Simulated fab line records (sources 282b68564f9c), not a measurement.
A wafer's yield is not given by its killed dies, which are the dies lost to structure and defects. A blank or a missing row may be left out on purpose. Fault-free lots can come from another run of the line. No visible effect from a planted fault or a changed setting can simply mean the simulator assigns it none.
Which of the tools did it? / flow rit cmos / Sampling: 14 lots, 42 wafers, 5 of 202 route steps

## WHAT THE GAUGES SHOWED, per wafer
No reading from a measuring or inspecting step in the record can be judged against a usual standard deviation.

## WHICH TOOL RAN EACH LOT (tool, then ch and the chambers of the sampled wafers, then the start)
lot=L275; RIT_ACTIVE_STRIP_14=plasma asher-04 ch 0,1, day 1 16:58; RIT_NRETRO_STRIP_09=plasma asher-04 ch 0,1, day 2 07:17; RIT_M1_METAL_ETCH_12=rie metal-03 ch 0,1, day 3 09:17; RIT_M1_STRIP_14=plasma asher-03 ch 0,1, day 3 09:37; RIT_M1_PROBE_99=prober-02, day 3 11:32
lot=L276; RIT_ACTIVE_STRIP_14=plasma asher-04 ch 0,1, day 1 22:13; RIT_NRETRO_STRIP_09=plasma asher-02 ch 0,1, day 2 12:48; RIT_M1_METAL_ETCH_12=rie metal-04 ch 0,1, day 3 13:31; RIT_M1_STRIP_14=plasma asher-04 ch 0,1, day 3 13:52; RIT_M1_PROBE_99=prober-01, day 3 15:46
lot=L277; RIT_ACTIVE_STRIP_14=plasma asher-03 ch 0,1, day 2 00:50; RIT_NRETRO_STRIP_09=plasma asher-04 ch 0,1, day 2 15:54; RIT_M1_METAL_ETCH_12=rie metal-01 ch 0,1, day 3 16:29; RIT_M1_STRIP_14=plasma asher-04 ch 1, day 3 16:49; RIT_M1_PROBE_99=prober-02, day 3 18:44
lot=L278; RIT_ACTIVE_STRIP_14=plasma asher-03 ch 0,1, day 2 05:58; RIT_NRETRO_STRIP_09=plasma asher-03 ch 0,1, day 2 20:30; RIT_M1_METAL_ETCH_12=rie metal-03 ch 0,1, day 3 21:35; RIT_M1_STRIP_14=plasma asher-04 ch 0,1, day 3 21:55; RIT_M1_PROBE_99=prober-01, day 3 23:50
lot=L279; RIT_ACTIVE_STRIP_14=plasma asher-04 ch 0,1, day 2 10:58; RIT_NRETRO_STRIP_09=plasma asher-02 ch 0,1, day 3 01:28; RIT_M1_METAL_ETCH_12=rie metal-04 ch 0,1, day 4 04:10; RIT_M1_STRIP_14=plasma asher-04 ch 0,1, day 4 04:30; RIT_M1_PROBE_99=prober-02, day 4 06:28
lot=L280; RIT_ACTIVE_STRIP_14=plasma asher-01 ch 0,1, day 2 17:02; RIT_NRETRO_STRIP_09=plasma asher-03 ch 0, day 3 08:40; RIT_M1_METAL_ETCH_12=rie metal-01 ch 0,1, day 4 10:03; RIT_M1_STRIP_14=plasma asher-02 ch 0,1, day 4 10:23; RIT_M1_PROBE_99=prober-01, day 4 12:21
lot=L281; RIT_ACTIVE_STRIP_14=plasma asher-01 ch 0,1, day 2 20:58; RIT_NRETRO_STRIP_09=plasma asher-02 ch 0,1, day 3 12:20; RIT_M1_METAL_ETCH_12=rie metal-03 ch 0,1, day 4 12:59; RIT_M1_STRIP_14=plasma asher-04 ch 0,1, day 4 13:20; RIT_M1_PROBE_99=prober-02, day 4 15:15
lot=L286; RIT_ACTIVE_STRIP_14=plasma asher-01 ch 0,1, day 3 21:50; RIT_NRETRO_STRIP_09=plasma asher-02 ch 0,1, day 4 12:57; RIT_M1_METAL_ETCH_12=rie metal-01 ch 0,1, day 5 13:25; RIT_M1_STRIP_14=plasma asher-04 ch 0, day 5 13:44; RIT_M1_PROBE_99=prober-01, day 5 16:09
lot=L289; RIT_ACTIVE_STRIP_14=plasma asher-01 ch 0,1, day 4 12:50; RIT_NRETRO_STRIP_09=plasma asher-03 ch 0,1, day 5 04:04; RIT_M1_METAL_ETCH_12=rie metal-01 ch 0,1, day 6 05:22; RIT_M1_STRIP_14=plasma asher-02 ch 0,1, day 6 05:42; RIT_M1_PROBE_99=prober-02, day 6 09:12
lot=L291; RIT_ACTIVE_STRIP_14=plasma asher-03 ch 0,1, day 4 22:58; RIT_NRETRO_STRIP_09=plasma asher-02 ch 0,1, day 5 14:51; RIT_M1_METAL_ETCH_12=rie metal-04 ch 0, day 6 22:10; RIT_M1_STRIP_14=plasma asher-04 ch 0,1, day 6 22:33; RIT_M1_PROBE_99=prober-02, day 7 01:10
lot=L293; RIT_ACTIVE_STRIP_14=plasma asher-04 ch 0,1, day 5 08:50; RIT_NRETRO_STRIP_09=plasma asher-03 ch 1, day 6 03:07; RIT_M1_METAL_ETCH_12=rie metal-04 ch 0,1, day 7 06:37; RIT_M1_STRIP_14=plasma asher-03 ch 0,1, day 7 07:01; RIT_M1_PROBE_99=prober-01, day 7 09:46
lot=L295; RIT_ACTIVE_STRIP_14=plasma asher-04 ch 0,1, day 5 21:35; RIT_NRETRO_STRIP_09=plasma asher-04 ch 0,1, day 6 14:46; RIT_M1_METAL_ETCH_12=rie metal-03 ch 0,1, day 7 15:10; RIT_M1_STRIP_14=plasma asher-03 ch 0,1, day 7 15:30; RIT_M1_PROBE_99=prober-01, day 7 17:25
lot=L296; RIT_ACTIVE_STRIP_14=plasma asher-04 ch 0,1, day 6 01:16; RIT_NRETRO_STRIP_09=plasma asher-02 ch 0,1, day 6 20:04; RIT_M1_METAL_ETCH_12=rie metal-04 ch 0,1, day 7 20:17; RIT_M1_STRIP_14=plasma asher-03 ch 1, day 7 20:37; RIT_M1_PROBE_99=prober-02, day 7 22:35
lot=L298; RIT_ACTIVE_STRIP_14=plasma asher-04 ch 0,1, day 6 10:44; RIT_NRETRO_STRIP_09=plasma asher-03 ch 0,1, day 7 02:38; RIT_M1_METAL_ETCH_12=rie metal-03 ch 0,1, day 8 02:40; RIT_M1_STRIP_14=plasma asher-04 ch 0,1, day 8 03:01; RIT_M1_PROBE_99=prober-01, day 8 05:31
- RIT_ACTIVE_STRIP_14: strips in O2, time 180 s.
- RIT_NRETRO_STRIP_09: strips in O2, time 180 s.
- RIT_M1_METAL_ETCH_12: etches Al in Cl2/BCl3, stops on SiO2, time 165 s, target depth 600 nm.
- RIT_M1_STRIP_14: strips in O2, time 180 s.
- RIT_M1_PROBE_99

## WHAT THE TOOLS THEMSELVES READ (means of the sampled wafers that have a number; where no wafer has one, the mark that the record gives instead)
RIT_ACTIVE_STRIP_14. Usual: 5.5 A for drypump motor current A, sd 0.5.
lot=L275; tool=plasma asher-04; drypump motor current A (A)=5.7; flag=
lot=L276; tool=plasma asher-04; drypump motor current A (A)=5.3; flag=
lot=L277; tool=plasma asher-03; drypump motor current A (A)=5.3; flag=
lot=L278; tool=plasma asher-03; drypump motor current A (A)=5.3; flag=
lot=L279; tool=plasma asher-04; drypump motor current A (A)=5.3; flag=
lot=L280; tool=plasma asher-01; drypump motor current A (A)=5.6; flag=
lot=L281; tool=plasma asher-01; drypump motor current A (A)=5.4; flag=
lot=L286; tool=plasma asher-01; drypump motor current A (A)=5.4; flag=
lot=L289; tool=plasma asher-01; drypump motor current A (A)=5.7; flag=
lot=L291; tool=plasma asher-03; drypump motor current A (A)=5.3; flag=
lot=L293; tool=plasma asher-04; drypump motor current A (A)=5.3; flag=
lot=L295; tool=plasma asher-04; drypump motor current A (A)=5.4; flag=
lot=L296; tool=plasma asher-04; drypump motor current A (A)=5.3; flag=
lot=L298; tool=plasma asher-04; drypump motor current A (A)=5.7; flag=

RIT_NRETRO_STRIP_09. Usual: 5.6 A for drypump motor current A, sd 0.38.
lot=L275; tool=plasma asher-04; drypump motor current A (A)=5.3; flag=
lot=L276; tool=plasma asher-02; drypump motor current A (A)=5.7; flag=
lot=L277; tool=plasma asher-04; drypump motor current A (A)=5.4; flag=
lot=L278; tool=plasma asher-03; drypump motor current A (A)=5.6; flag=
lot=L279; tool=plasma asher-02; drypump motor current A (A)=5.6; flag=
lot=L280; tool=plasma asher-03; drypump motor current A (A)=5.0; flag=
lot=L281; tool=plasma asher-02; drypump motor current A (A)=5.7; flag=
lot=L286; tool=plasma asher-02; drypump motor current A (A)=5.6; flag=
lot=L289; tool=plasma asher-03; drypump motor current A (A)=5.3; flag=
lot=L291; tool=plasma asher-02; drypump motor current A (A)=5.6; flag=
lot=L293; tool=plasma asher-03; drypump motor current A (A)=6.0; flag=
lot=L295; tool=plasma asher-04; drypump motor current A (A)=5.7; flag=
lot=L296; tool=plasma asher-02; drypump motor current A (A)=5.7; flag=
lot=L298; tool=plasma asher-03; drypump motor current A (A)=5.3; flag=

RIT_M1_METAL_ETCH_12. Usual: drypump motor current A 5.7 A, standard deviation 0.62; oes product au 0.764 a.u., standard deviation 0.016; run length s 193.9 s, standard deviation 1.4; throttle valve pct 8.31 %, standard deviation 0.068.
lot=L275; tool=rie metal-03; drypump motor current A (A)=6.1; oes product au (a.u.)=0.756; run length s (s)=192.8; throttle valve pct (%)=8.28; flag=
lot=L276; tool=rie metal-04; drypump motor current A (A)=5.1; oes product au (a.u.)=0.746; run length s (s)=193.4; throttle valve pct (%)=8.33; flag=
lot=L277; tool=rie metal-01; drypump motor current A (A)=5.7; oes product au (a.u.)=0.776; run length s (s)=193.4; throttle valve pct (%)=8.32; flag=
lot=L278; tool=rie metal-03; drypump motor current A (A)=6.1; oes product au (a.u.)=0.764; run length s (s)=192.9; throttle valve pct (%)=8.28; flag=
lot=L279; tool=rie metal-04; drypump motor current A (A)=5.1; oes product au (a.u.)=0.751; run length s (s)=193.2; throttle valve pct (%)=8.33; flag=
lot=L280; tool=rie metal-01; drypump motor current A (A)=5.7; oes product au (a.u.)=0.782; run length s (s)=193.2; throttle valve pct (%)=8.32; flag=
lot=L281; tool=rie metal-03; drypump motor current A (A)=6.1; oes product au (a.u.)=0.759; run length s (s)=192.8; throttle valve pct (%)=8.27; flag=
lot=L286; tool=rie metal-01; drypump motor current A (A)=5.4; oes product au (a.u.)=0.753; run length s (s)=202.7; throttle valve pct (%)=8.37; flag=OFF
lot=L289; tool=rie metal-01; drypump motor current A (A)=5.7; oes product au (a.u.)=0.755; run length s (s)=202.4; throttle valve pct (%)=8.33; flag=OFF
lot=L291; tool=rie metal-04; drypump motor current A (A)=5.8; oes product au (a.u.)=0.749; run length s (s)=196.5; throttle valve pct (%)=8.35; flag=
lot=L293; tool=rie metal-04; drypump motor current A (A)=5.5; oes product au (a.u.)=0.749; run length s (s)=196.4; throttle valve pct (%)=8.34; flag=
lot=L295; tool=rie metal-03; drypump motor current A (A)=6.1; oes product au (a.u.)=0.763; run length s (s)=192.7; throttle valve pct (%)=8.29; flag=
lot=L296; tool=rie metal-04; drypump motor current A (A)=5.1; oes product au (a.u.)=0.766; run length s (s)=193.2; throttle valve pct (%)=8.33; flag=
lot=L298; tool=rie metal-03; drypump motor current A (A)=6.4; oes product au (a.u.)=0.771; run length s (s)=193.1; throttle valve pct (%)=8.22; flag=

RIT_M1_STRIP_14. Usual: 5.5 A for drypump motor current A, sd 0.5.
lot=L275; tool=plasma asher-03; drypump motor current A (A)=5.3; flag=
lot=L276; tool=plasma asher-04; drypump motor current A (A)=5.3; flag=
lot=L277; tool=plasma asher-04; drypump motor current A (A)=6.0; flag=
lot=L278; tool=plasma asher-04; drypump motor current A (A)=5.7; flag=
lot=L279; tool=plasma asher-04; drypump motor current A (A)=5.7; flag=
lot=L280; tool=plasma asher-02; drypump motor current A (A)=5.7; flag=
lot=L281; tool=plasma asher-04; drypump motor current A (A)=5.7; flag=
lot=L286; tool=plasma asher-04; drypump motor current A (A)=5.0; flag=
lot=L289; tool=plasma asher-02; drypump motor current A (A)=5.6; flag=
lot=L291; tool=plasma asher-04; drypump motor current A (A)=5.3; flag=
lot=L293; tool=plasma asher-03; drypump motor current A (A)=5.3; flag=
lot=L295; tool=plasma asher-03; drypump motor current A (A)=5.7; flag=
lot=L296; tool=plasma asher-03; drypump motor current A (A)=6.0; flag=
lot=L298; tool=plasma asher-04; drypump motor current A (A)=5.3; flag=

RIT_M1_PROBE_99. Usual: defect limited yield 97.4 %, standard deviation 1.1; killed_at_M0_to_M3 0.0, standard deviation 0.16; killed at contacts 0.1, standard deviation 0.24; killed at front end 6.7, standard deviation 2.9; killed dies 6.8, standard deviation 2.9; killed open 3.5, standard deviation 1.8; killed short 3.3, standard deviation 2.1; sort_bin_3_pad_short 0.1 %, standard deviation 0.26; sort_bin_5_function 1.4 %, standard deviation 0.73; sort_bin_6_memory 1.0 %, standard deviation 0.64; sort n pass 257.2, standard deviation 2.9; sort yield pct 97.4 %, standard deviation 1.1.
lot=L275; tool=prober-02; defect limited yield (%)=96.8; killed_at_M0_to_M3=0.3; killed at contacts=0.0; killed at front end=8.0; killed dies=8.3; killed open=2.7; killed short=5.7; sort_bin_3_pad_short (%)=0.3; sort_bin_5_function (%)=1.8; sort_bin_6_memory (%)=1.1; sort n pass=255.7; sort yield pct (%)=96.8; flag=
lot=L276; tool=prober-01; defect limited yield (%)=96.9; killed_at_M0_to_M3=0.0; killed at contacts=0.0; killed at front end=8.3; killed dies=8.3; killed open=4.0; killed short=4.3; sort_bin_3_pad_short (%)=0.1; sort_bin_5_function (%)=1.9; sort_bin_6_memory (%)=1.2; sort n pass=255.7; sort yield pct (%)=96.9; flag=
lot=L277; tool=prober-02; defect limited yield (%)=97.6; killed_at_M0_to_M3=0.0; killed at contacts=0.0; killed at front end=6.3; killed dies=6.3; killed open=2.0; killed short=3.7; sort_bin_3_pad_short (%)=0.1; sort_bin_5_function (%)=1.0; sort_bin_6_memory (%)=1.3; sort n pass=257.7; sort yield pct (%)=97.6; flag=
lot=L278; tool=prober-01; defect limited yield (%)=98.9; killed_at_M0_to_M3=0.0; killed at contacts=0.0; killed at front end=3.0; killed dies=3.0; killed open=2.7; killed short=0.3; sort_bin_3_pad_short (%)=0.0; sort_bin_5_function (%)=0.6; sort_bin_6_memory (%)=0.5; sort n pass=261.0; sort yield pct (%)=98.9; flag=
lot=L279; tool=prober-02; defect limited yield (%)=97.4; killed_at_M0_to_M3=0.0; killed at contacts=0.0; killed at front end=7.0; killed dies=7.0; killed open=3.0; killed short=4.0; sort_bin_3_pad_short (%)=0.3; sort_bin_5_function (%)=1.4; sort_bin_6_memory (%)=1.0; sort n pass=257.0; sort yield pct (%)=97.4; flag=
lot=L280; tool=prober-01; defect limited yield (%)=97.4; killed_at_M0_to_M3=0.0; killed at contacts=0.0; killed at front end=6.7; killed dies=6.7; killed open=4.7; killed short=2.0; sort_bin_3_pad_short (%)=0.0; sort_bin_5_function (%)=1.8; sort_bin_6_memory (%)=0.8; sort n pass=257.3; sort yield pct (%)=97.4; flag=
lot=L281; tool=prober-02; defect limited yield (%)=97.6; killed_at_M0_to_M3=0.0; killed at contacts=0.0; killed at front end=6.3; killed dies=6.3; killed open=2.3; killed short=4.0; sort_bin_3_pad_short (%)=0.1; sort_bin_5_function (%)=1.6; sort_bin_6_memory (%)=0.6; sort n pass=257.7; sort yield pct (%)=97.6; flag=
lot=L286; tool=prober-01; defect limited yield (%)=96.7; killed_at_M0_to_M3=0.0; killed at contacts=0.0; killed at front end=8.7; killed dies=8.7; killed open=5.3; killed short=3.3; sort_bin_3_pad_short (%)=0.0; sort_bin_5_function (%)=1.7; sort_bin_6_memory (%)=1.6; sort n pass=255.3; sort yield pct (%)=96.7; flag=
lot=L289; tool=prober-02; defect limited yield (%)=97.7; killed_at_M0_to_M3=0.0; killed at contacts=0.0; killed at front end=6.0; killed dies=6.0; killed open=2.7; killed short=3.3; sort_bin_3_pad_short (%)=0.1; sort_bin_5_function (%)=1.1; sort_bin_6_memory (%)=1.0; sort n pass=258.0; sort yield pct (%)=97.7; flag=
lot=L291; tool=prober-02; defect limited yield (%)=97.6; killed_at_M0_to_M3=0.0; killed at contacts=0.0; killed at front end=6.3; killed dies=6.3; killed open=3.3; killed short=3.0; sort_bin_3_pad_short (%)=0.3; sort_bin_5_function (%)=1.5; sort_bin_6_memory (%)=0.6; sort n pass=257.7; sort yield pct (%)=97.6; flag=
lot=L293; tool=prober-01; defect limited yield (%)=97.8; killed_at_M0_to_M3=0.0; killed at contacts=0.3; killed at front end=5.3; killed dies=5.7; killed open=4.0; killed short=1.7; sort_bin_3_pad_short (%)=0.0; sort_bin_5_function (%)=0.8; sort_bin_6_memory (%)=1.4; sort n pass=258.3; sort yield pct (%)=97.8; flag=
lot=L295; tool=prober-01; defect limited yield (%)=97.9; killed_at_M0_to_M3=0.0; killed at contacts=0.0; killed at front end=5.7; killed dies=5.7; killed open=3.0; killed short=2.7; sort_bin_3_pad_short (%)=0.3; sort_bin_5_function (%)=1.0; sort_bin_6_memory (%)=0.9; sort n pass=258.3; sort yield pct (%)=97.9; flag=
lot=L296; tool=prober-02; defect limited yield (%)=96.3; killed_at_M0_to_M3=0.0; killed at contacts=0.0; killed at front end=9.7; killed dies=9.7; killed open=4.7; killed short=5.0; sort_bin_3_pad_short (%)=0.4; sort_bin_5_function (%)=1.5; sort_bin_6_memory (%)=1.8; sort n pass=254.3; sort yield pct (%)=96.3; flag=
lot=L298; tool=prober-01; defect limited yield (%)=98.0; killed_at_M0_to_M3=0.0; killed at contacts=0.0; killed at front end=5.3; killed dies=5.3; killed open=2.7; killed short=2.7; sort_bin_3_pad_short (%)=0.1; sort_bin_5_function (%)=1.1; sort_bin_6_memory (%)=0.8; sort n pass=258.7; sort yield pct (%)=98.0; flag=

## THE ANSWER, worked out from the rows above alone
Rule: a lot is off if the mean of its wafers that have a number lies more than 3 standard deviations from the usual mean. Also off: a lot with no number at a reading for which 4 or more lots have one. Any other lot the step has rows for is counted as sound. The gauges are gone through in route order, then the tools' own readings, and for those a lot's mean is taken as printed above. The first step at which some lot is off is used, and at that step the reading that is off furthest; a lot without a number counts as furthest.
Off at RIT_M1_METAL_ETCH_12 (run length s): L286, L289.
A tool fits if, at that step or a process step before it, it ran every lot that is off, and no sound lot after the first of them. 2 tools fit, plasma asher-01 at RIT_ACTIVE_STRIP_14 and rie metal-01 at RIT_M1_METAL_ETCH_12, so this cannot tell which one it is.

## WHAT THE SIMULATOR PUT IN
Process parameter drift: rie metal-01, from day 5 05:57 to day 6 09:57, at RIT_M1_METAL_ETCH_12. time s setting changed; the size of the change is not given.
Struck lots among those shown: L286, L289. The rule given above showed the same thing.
